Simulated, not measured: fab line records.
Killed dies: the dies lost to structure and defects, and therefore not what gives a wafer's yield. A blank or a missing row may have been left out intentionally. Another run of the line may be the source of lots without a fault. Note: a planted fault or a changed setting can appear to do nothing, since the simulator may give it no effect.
2 desks looking at one fault    flow berkeley_cmos170    only its own numbers are on each desk; what lay behind them is given at the end

THE METROLOGY DESK
Means of the sampled wafers that have a number, per lot and without regard to the tool the lot ran on: this is what the gauges read. If a lot's mean is further than 4 standard deviations from the usual mean, the lot is out of limits and carries the mark OUT (the distance appears in the brackets).
Columns: A = SACOX_OXIDE_THK at UCB170_SACOX_THK_MEAS_02, usual 14.31 nm; B = M2_OVL at UCB170_M2_OVL_MEAS_16, usual 0 nm
lot   first seen here  A      B
L276  day 4 12:09      14.81  -3
L278  day 5 11:46      14.67  -6
L279  day 5 14:50      14.03  1
L277  day 5 14:51      14.03  -3
L282  day 6 03:34      14.14  -4
L284  day 6 16:13      14.68  7
L290  day 7 21:08      14.45  -2
L291  day 7 21:08      14.28  3
L294  day 9 05:54      14.38  -3
L295  day 9 08:55      14.22  -4
L297  day 9 17:44      14.42  3
L298  day 9 17:44      14.35  -5
L296  day 9 17:46      14.18  6
L299  day 9 17:49      14.05  -7
This desk's verdict: no lot among the 14 shows anything out of limits.

DESK OF THE TOOL OWNER: implanter-03
UCB170_PVT_IMPLANT_07, tool's own readings: per-lot mean of the sampled wafers with a number, covering each lot this tool ran. If a lot's mean is further than 4 standard deviations from the usual mean, the lot is out of limits and carries the mark OUT (the distance appears in the brackets).
Columns: A = dose_ions_cm2 at UCB170_PVT_IMPLANT_07, usual 2.0002e+12
lot   first seen here  A
L276  day 4 21:45      2.0010e+12
L278  day 5 22:44      1.9973e+12
L279  day 6 04:20      2.0008e+12
L282  day 6 22:14      2.0526e+12 (+23) OUT
L284  day 7 04:31      2.0548e+12 (+24) OUT
L299  day 10 03:17     2.0003e+12
Finding of this desk: L282, L284 out of limits; the first was L282 at day 6 22:14, on dose_ions_cm2 at UCB170_PVT_IMPLANT_07. L276, L278, L279, L299: within limits.

PUT TOGETHER
On L282, L284, at day 6 22:14, an alarm was possible from the tool owner's desk.
From the metrology desk's view, nothing was out of limits.
The metrology desk has L282, L284 on record, within its limits.
Every lot named ran UCB170_PVT_IMPLANT_07 on implanter-03.

WHAT THE SIMULATOR HAD INSERTED
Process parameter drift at UCB170_PVT_IMPLANT_07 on implanter-03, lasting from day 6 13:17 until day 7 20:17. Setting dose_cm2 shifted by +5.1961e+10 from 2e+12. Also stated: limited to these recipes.
Struck lots among those shown: L282, L284.
How many hours passed from the start of the fault until each desk's first out-of-limits reading: the tool owner's desk, 9.
